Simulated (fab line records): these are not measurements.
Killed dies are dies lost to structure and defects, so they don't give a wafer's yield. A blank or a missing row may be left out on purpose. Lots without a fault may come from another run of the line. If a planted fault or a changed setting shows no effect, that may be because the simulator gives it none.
2 desks, one fault + flow rit_cmos + every desk sees just its own numbers, and what lay behind them comes last

## THE TOOL OWNER'S DESK: rie_si-02
The tool's own readings at RIT_GATE_ETCH_19 (etches poly-Si in SF6/CHF3/O2, stops on SiO2, time 165 s, target depth 312.5 nm): means of the sampled wafers that have a number, for each lot that ran on this tool. A lot is out of limits, marked OUT, if its mean lies more than 4 standard deviations from the usual mean; the brackets give that distance.
Columns: A = O2_flow_sccm at RIT_GATE_ETCH_19, usual 5.000 sccm; B = drypump_motor_current_A at RIT_GATE_ETCH_19, usual 5.3 A; C = he_backside_leak_sccm at RIT_GATE_ETCH_19, usual 2.64 sccm; D = oes_product_au at RIT_GATE_ETCH_19, usual 0.870 a.u.; E = run_length_s at RIT_GATE_ETCH_19, usual 193.4 s; F = throttle_valve_pct at RIT_GATE_ETCH_19, usual 10.19 %
| lot  | first seen here | A     | B   | C    | D     | E               | F     |
|------|-----------------|-------|-----|------|-------|-----------------|-------|
| L852 | day 2 23:30     | 4.988 | 5.6 | 2.69 | 0.863 | 193.3           | 10.13 |
| L854 | day 3 08:31     | 5.007 | 5.7 | 2.63 | 0.877 | 193.3           | 10.13 |
| L858 | day 4 18:30     | 4.991 | 5.6 | 2.77 | 0.869 | 193.3           | 10.12 |
| L860 | day 5 06:29     | 5.015 | 5.4 | 2.63 | 0.809 | 208.7 (+28) OUT | 10.20 |
This desk's finding: out of limits on L860; first on L860, day 5 06:29 (run_length_s at RIT_GATE_ETCH_19). In limits: L852, L854, L858.

## THE METROLOGY DESK
Means of the sampled wafers that have a number, per lot and without regard to the tool the lot ran on: this is what the gauges read. A lot is out of limits, marked OUT, if its mean lies more than 4 standard deviations from the usual mean; the brackets give that distance.
Columns: A = FIELD_OXIDE_LEFT_1_THK at RIT_FOX2_THK_MEAS_90, usual 309 nm; B = M1_OVL at RIT_M1_OVL_MEAS_10, usual 0.7 nm
| lot  | first seen here | A   | B    |
|------|-----------------|-----|------|
| L851 | day 1 22:59     | 319 | 1.6  |
| L852 | day 2 02:18     | 317 | 0.8  |
| L853 | day 2 07:26     | 312 | -0.4 |
| L854 | day 2 11:35     | 315 | 1.4  |
| L857 | day 3 05:05     | 307 | 2.0  |
| L858 | day 3 12:49     | 305 | -1.3 |
| L860 | day 4 01:06     | 313 | 1.4  |
| L863 | day 4 20:23     | 312 | 0.0  |
| L864 | day 4 23:55     | 312 | 0.5  |
| L868 | day 5 14:44     | 304 | -0.3 |
| L869 | day 6 02:41     | 294 | 0.1  |
| L871 | day 6 05:44     | 302 | 2.5  |
| L873 | day 6 15:34     | 306 | 0.8  |
This desk's finding: nothing out of limits on any of the 13 lots.

## TAKEN TOGETHER
At day 5 06:29, on L860, the tool owner's desk was in a position to raise an alarm.
The metrology desk saw nothing out of limits.
The metrology desk holds a record of L860, inside its limits.
The lots listed all ran RIT_GATE_ETCH_19 on rie_si-02.

## WHAT WAS PUT IN BY THE SIMULATOR
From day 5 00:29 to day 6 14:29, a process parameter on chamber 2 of rie_si-02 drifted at RIT_GATE_ETCH_19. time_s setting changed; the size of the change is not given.
Lots struck among those shown: L860.
How many hours passed from the start of the fault until each desk's first out-of-limits reading: the tool owner's desk, 6.
